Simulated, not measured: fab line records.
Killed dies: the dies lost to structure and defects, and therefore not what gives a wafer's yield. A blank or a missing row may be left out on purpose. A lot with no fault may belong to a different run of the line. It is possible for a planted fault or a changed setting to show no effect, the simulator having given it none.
The tool behind it: which one?    flow berkeleyCmos170    Sampling: 14 lots, 42 wafers, 5 of 331 route steps

WHAT EACH GAUGE READ, for each wafer
UCB170_PFIELD_OVL_MEAS_06.
lot   measured      on          PFIELD_OVL (nm)
L405  day 4 20:04   overlay-01  13 7 2
L407  day 5 10:56   overlay-02  -12 4 -3
L408  day 5 10:59   overlay-01  2 7 -3
L406  day 5 11:13   overlay-02  1 -1 5
L410  day 5 17:14   overlay-02  -1 0 -4
L409  day 5 17:22   overlay-01  -3 3 -1
L415  day 6 23:25   overlay-02  -1 1 5
L413  day 7 00:24   overlay-01  -4 7 -4
L418  day 7 06:09   overlay-01  2 -7 -1
L419  day 7 14:43   overlay-01  -4 3 1
L420  day 8 01:59   overlay-02  -7 -6 1
L421  day 8 07:22   overlay-02  5 -3 5
L423  day 8 12:14   overlay-01  -1 -1 -4
L428  day 10 05:59  overlay-02  0 0 -1

UCB170_PVT_TW_MEAS_09.
lot   measured      on            PVT_TW
L405  day 6 16:13   filmMetro-03  518 515 515
L407  day 7 02:14   filmMetro-03  517 515 513
L408  day 7 02:31   filmMetro-02  508 508 508
L406  day 7 07:53   filmMetro-02  507 508 508
L410  day 7 08:27   filmMetro-02  509 508 511
L409  day 7 07:37   filmMetro-02  507 507 509
L415  day 8 18:24   filmMetro-03  518 519 516
L413  day 8 17:33   filmMetro-02  503 504 504
L418  day 9 06:37   filmMetro-03  519 518 516
L419  day 9 06:53   filmMetro-04  517 518 516
L420  day 9 19:49   filmMetro-02  448 451 449 450 447 449
L421  day 10 04:41  filmMetro-04  516 514 515
L423  day 10 04:38  filmMetro-04  454 456 458 454 457 455
L428  day 12 02:50  filmMetro-03  518 517 520

UCB170_M1_CD_MEAS_09: the cd target is 700 nm.
lot   measured      on        cdNm (nm)
L405  day 8 14:17   cdSem-02  701.4 700.0 702.1
L407  day 9 02:32   cdSem-01  701.2 701.2 700.0
L408  day 9 00:08   cdSem-01  702.2 702.2 701.2
L406  day 9 02:50   cdSem-01  698.7 698.6 699.3
L410  day 9 03:12   cdSem-01  701.6 700.4 700.1
L409  day 9 02:23   cdSem-02  697.6 699.4 697.1
L415  day 10 12:43  cdSem-01  701.1 700.7 700.3
L413  day 10 12:24  cdSem-01  699.5 700.5 700.5
L418  day 10 23:01  cdSem-01  700.6 698.1 700.6
L419  day 11 03:01  cdSem-01  704.1 702.9 704.2
L420  day 11 16:10  cdSem-02  701.0 701.9 701.4
L421  day 12 02:26  cdSem-01  697.1 697.0 695.3
L423  day 12 02:07  cdSem-01  700.1 700.7 700.2
L428  day 13 21:52  cdSem-02  701.5 702.0 702.6

UCB170_M3_RS_MEAS_02: measurement is done with a four-point probe.
lot   measured      on            M3_AL_RS (ohm/sq)
L405  day 9 00:20   filmMetro-04  0.0325 0.0317 0.0315
L407  day 9 14:08   filmMetro-04  0.0320 0.0323 0.0320
L408  day 9 12:11   filmMetro-02  0.0322 0.0324 0.0324
L406  day 9 15:13   filmMetro-02  0.0322 0.0315 0.0315
L410  day 9 16:13   filmMetro-04  0.0318 0.0318 0.0315
L409  day 9 12:30   filmMetro-02  0.0318 0.0320 0.0324
L415  day 11 01:00  filmMetro-04  0.0319 0.0320 0.0317
L413  day 10 22:29  filmMetro-04  0.0315 0.0320 0.0316
L418  day 11 10:53  filmMetro-01  0.0323 0.0321 0.0322
L419  day 11 15:11  filmMetro-04  0.0317 0.0321 0.0318
L420  day 12 03:39  filmMetro-01  0.0316 0.0321 0.0317
L421  day 12 14:04  filmMetro-01  0.0319 0.0318 0.0321
L423  day 12 13:49  filmMetro-02  0.0320 0.0319 0.0321
L428  day 14 08:20  filmMetro-01  0.0315 0.0315 0.0319

TOOL THAT RAN EACH LOT (tool first, then ch and the chambers of the sampled wafers, then the start)
lot   UCB170_PVT_IMPLANT_07
L405  implanter-04 ch 0, day 6 16:00
L407  implanter-03 ch 0, day 7 01:59
L408  implanter-01 ch 0, day 7 02:16
L406  implanter-03 ch 0, day 7 07:40
L410  implanter-01 ch 0, day 7 08:14
L409  implanter-04 ch 0, day 7 07:22
L415  implanter-04 ch 0, day 8 18:11
L413  implanter-01 ch 0, day 8 17:18
L418  implanter-01 ch 0, day 9 06:22
L419  implanter-01 ch 0, day 9 06:41
L420  implanter-04 ch 0, day 9 19:34
L421  implanter-03 ch 0, day 10 04:22
L423  implanter-04 ch 0, day 10 04:23
L428  implanter-03 ch 0, day 12 02:35
- UCB170_PVT_IMPLANT_07

WHAT THE TOOLS THEMSELVES READ (means of the sampled wafers that have a number; where no wafer has one, the mark that the record gives instead)
UCB170_PVT_IMPLANT_07.
lot   tool          doseIonsCm2  faradayCurrentUA
L405  implanter-04  2.0026e+12   6.23
L407  implanter-03  2.0021e+12   6.38
L408  implanter-01  2.0024e+12   6.25
L406  implanter-03  1.9995e+12   6.26
L410  implanter-01  2.0032e+12   6.40
L409  implanter-04  2.0009e+12   6.40
L415  implanter-04  1.9990e+12   6.38
L413  implanter-01  2.0011e+12   6.38
L418  implanter-01  2.0017e+12   6.41
L419  implanter-01  1.9990e+12   6.47
L420  implanter-04  1.3587e+12   4.28
L421  implanter-03  1.9994e+12   6.34
L423  implanter-04  1.3611e+12   4.34
L428  implanter-03  2.0009e+12   6.30

THE ANSWER, worked out from the rows above alone
Rule: what is usual is taken from the lots themselves. Put in order of their means at a reading, lots are off if they are a third of the lots or fewer, leave a main group of 4 or more, and stand apart from it by a gap of 3 or more times the standard deviation of the main group's means; of several such gaps the widest counts. The tables above print the reading to a certain number of digits; a main group whose means all agree to those digits is not used. Also off: a lot with no number at a reading for which 4 or more lots have one. Any other lot the step has rows for is counted as sound. First the gauges in route order, then the tools' own readings, where a lot's mean is used as printed above. At the first step where some lot is off, the reading lying furthest off is the one used; lots without a number count as furthest.
Off: L420, L423, at UCB170_PVT_TW_MEAS_09 (PVT_TW). The main group: mean 513, standard deviation 4.9.
If a tool, at a process step before that reading, ran all the lots that are off and no sound lot after the first of them, it fits. The gauges at UCB170_PVT_TW_MEAS_09 aren't tried: what is off there is off at UCB170_PVT_IMPLANT_07 too, on other tools, and a gauge's error can't cause that. One fits: UCB170_PVT_IMPLANT_07 on implanter-04. A fault onset in the window from L415 (day 8 18:11, its last sound lot) to L420 (day 9 19:34, its first lot off) fits.
The tool's own readings at UCB170_PVT_IMPLANT_07 bear it out: on the lots that are off they differ by more than 5 times the standard deviation of the sound lots' means. doseIonsCm2 reads 1.3599e+12 there against 2.0010e+12 on the sound lots; faradayCurrentUA reads 4.31 there against 6.35 on the sound lots.

WHAT THE SIMULATOR PUT IN
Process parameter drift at UCB170_PVT_IMPLANT_07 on implanter-04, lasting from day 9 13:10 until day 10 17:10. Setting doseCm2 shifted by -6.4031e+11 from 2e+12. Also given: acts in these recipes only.
Struck lots among those shown: L420, L423. The rule above reached the same finding.
